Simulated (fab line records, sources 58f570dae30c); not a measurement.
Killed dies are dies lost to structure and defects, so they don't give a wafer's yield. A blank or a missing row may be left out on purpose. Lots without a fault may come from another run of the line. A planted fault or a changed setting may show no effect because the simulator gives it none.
A struck lot beside a sound one | flow berkeley_cmos170 | 44 steps out of a route of 331
Sound: wafers L445.2, L445.4, L445.6. Struck: wafers L453.1, L453.2, L453.5. The cause comes at the end.
At each step with rows: each side's tool, then ch and its chambers, then its first start. Under that, the readings that differ: sound wafers | struck wafers | difference of the means | sigmas: that difference in standard deviations of wafers without a fault.
alike: readings whose means differ by less than 2 such deviations, and words and numbers that are the same on both sides. not compared: withheld readings, readings that some wafer has no value for, bounds like >300 that may hide the same value, and numbers for which the record gives no deviation and whose values overlap.
The two part at a step that has a row with sigmas, a row that says differs or no value, or rows on one side only. Numbers that don't overlap but have no deviation are shown without sigmas and don't part them. A reading that every wafer of one side lacks parts them only if that side has two wafers or more.

first, 1 step without rows for these wafers: UCB170_PLDD_IMPLANT_09.
UCB170_PLDD_STRIP_10: strips in O2.
  sound on plasma_asher-03 ch 0,1, day 7 05:08; struck on plasma_asher-01 ch 0,1, day 8 10:33
  alike: chamber_pressure_mTorr, drypump_motor_current_A, o2_flow_sccm, oes_product_au, strip_time_to_endpoint_s
  not compared: rf_hours_counter_h
UCB170_PLDD_TW_MEAS_11:
  sound on film_metro-01, day 7 05:14; struck on film_metro-03, day 8 10:39
  alike: PLDD_TW
then, 7 steps without rows for these wafers: UCB170_PLDD_CLEAN_12 (cleans in SPM, time 600 s); UCB170_NLDD_HMDS_00 (prime time 60 s); UCB170_NLDD_COAT_01 (resist thk 900 nm); UCB170_NLDD_SOFTBAKE_02 (time 60 s); UCB170_NLDD_EXPOSE_03 (exposes mask NSELECT, target cd 1200 nm); UCB170_NLDD_PEB_04; UCB170_NLDD_DEVELOP_05 (develop time 45 s).
UCB170_NLDD_CD_MEAS_06: target cd 1200 nm.
  sound on cd_sem-01, day 7 06:32; struck on cd_sem-01, day 8 11:50
  alike: cd_nm
UCB170_NLDD_OVL_MEAS_07:
  sound on overlay-02, day 7 06:38; struck on overlay-01, day 8 11:57
  alike: NLDD_OVL
UCB170_NLDD_IMPLANT_08:
  sound on implanter-04 ch 0, day 7 06:41; struck on implanter-02 ch 0, day 8 11:59
  alike: dose_ions_cm2
then, 1 step without rows for these wafers: UCB170_NLDD_IMPLANT_09.
UCB170_NLDD_STRIP_10: strips in O2.
  sound on plasma_asher-02 ch 0,1, day 7 06:58; struck on plasma_asher-02 ch 0,1, day 8 12:17
  reading                      | sound             | struck            | difference | sigmas
  strip_time_to_endpoint_s (s) | 21.76 21.76 21.79 | 21.63 21.62 21.62 | -0.15      | -2
  alike: chamber_pressure_mTorr, drypump_motor_current_A, o2_flow_sccm, oes_product_au
  not compared: rf_hours_counter_h
UCB170_NLDD_TW_MEAS_11:
  sound on film_metro-01, day 7 07:05; struck on film_metro-03, day 8 12:23
  alike: NLDD_TW
then, 1 step without rows for these wafers: UCB170_NLDD_CLEAN_12 (cleans in SPM, time 600 s).
UCB170_SPACER_CVD_00: deposits SiO2 from TEOS/O2, target thk 376 nm, time 47 s.
  sound on pecvd-03 ch 0,1, day 7 07:18; struck on pecvd-04 ch 0,1, day 8 12:37
  alike: heater_power_w
UCB170_SPACER_THK_MEAS_01:
  sound on film_metro-04, day 7 07:21; struck on film_metro-04, day 8 12:41
  alike: SPACER_TEOS_THK
then, 1 step without rows for these wafers: UCB170_SPACER_ANNEAL_02 (time 1800 s).
UCB170_SPACER_ETCHBACK_03: etches SiO2 in CHF3/CF4/Ar, stops on Si, target depth 376 nm, time 100 s.
  sound on rie_diel-04 ch 1,3, day 7 12:43; struck on rie_diel-03 ch 0,3, day 8 17:59
  reading                     | sound             | struck            | difference | sigmas
  drypump_motor_current_A (A) | 4.9 5.1 4.9       | 5.5 5.8 5.8       | +0.7       | +2
  oes_product_au (a.u.)       | 0.865 0.868 0.877 | 0.907 0.910 0.918 | +0.042     | +2
  throttle_valve_pct (%)      | 6.60 6.61 6.61    | 6.48 6.30 6.29    | -0.25      | -2
  alike: CHF3_flow_sccm, chamber_pressure_mTorr
  not compared: rf_hours_counter_h
then, 6 steps without rows for these wafers: UCB170_PSD_HMDS_00 (prime time 60 s); UCB170_PSD_COAT_01 (resist thk 900 nm); UCB170_PSD_SOFTBAKE_02 (time 60 s); UCB170_PSD_EXPOSE_03 (exposes mask PSELECT MOD, target cd 1200 nm); UCB170_PSD_PEB_04; UCB170_PSD_DEVELOP_05 (develop time 45 s).
UCB170_PSD_CD_MEAS_06: target cd 1200 nm.
  sound on cd_sem-01, day 7 13:54; struck on cd_sem-02, day 8 19:31
  alike: cd_nm
UCB170_PSD_OVL_MEAS_07:
  sound on overlay-02, day 7 14:01; struck on overlay-02, day 8 19:38
  alike: PSD_OVL
then, 1 step without rows for these wafers: UCB170_PSD_IMPLANT_08.
UCB170_PSD_STRIP_09: strips in O2.
  sound on plasma_asher-02 ch 0,1, day 7 14:11; struck on plasma_asher-02 ch 0,1, day 8 19:49
  alike: chamber_pressure_mTorr, drypump_motor_current_A, o2_flow_sccm, oes_product_au, strip_time_to_endpoint_s
  not compared: rf_hours_counter_h
UCB170_PSD_TW_MEAS_10:
  sound on film_metro-03, day 7 14:18; struck on film_metro-01, day 8 19:55
  alike: PSD_TW
then, 7 steps without rows for these wafers: UCB170_PSD_CLEAN_11 (cleans in SPM, time 600 s); UCB170_NSD_HMDS_00 (prime time 60 s); UCB170_NSD_COAT_01 (resist thk 900 nm); UCB170_NSD_SOFTBAKE_02 (time 60 s); UCB170_NSD_EXPOSE_03 (exposes mask NSELECT MOD, target cd 1200 nm); UCB170_NSD_PEB_04; UCB170_NSD_DEVELOP_05 (develop time 45 s).
UCB170_NSD_CD_MEAS_06: target cd 1200 nm.
  sound on cd_sem-02, day 7 16:05; struck on cd_sem-01, day 8 21:30
  alike: cd_nm
UCB170_NSD_OVL_MEAS_07:
  sound on overlay-02, day 7 16:11; struck on overlay-02, day 8 21:37
  alike: NSD_OVL
then, 1 step without rows for these wafers: UCB170_NSD_IMPLANT_08.
UCB170_SDANNEAL_RS_MEAS_05: measures by four-point-probe.
  sound on film_metro-03, day 7 18:08; struck on film_metro-01, day 8 23:21
  reading          | sound             | struck            | difference | sigmas
  NLDD_RS (ohm/sq) | 616.9 616.7 618.0 | 577.7 571.0 600.4 | -34.2      | -24
UCB170_M3_PROBE_99:
  sound on prober-01, day 8 16:37; struck on prober-01, day 9 23:00
  not compared: model.etest.nldd.rs_ohm_sq, model.etest.nmos_0p35.overlap_ff_um

WHERE THEY PART
First at UCB170_NLDD_STRIP_10; last, within this record, at UCB170_SDANNEAL_RS_MEAS_05.

WHY: what the simulator had put in
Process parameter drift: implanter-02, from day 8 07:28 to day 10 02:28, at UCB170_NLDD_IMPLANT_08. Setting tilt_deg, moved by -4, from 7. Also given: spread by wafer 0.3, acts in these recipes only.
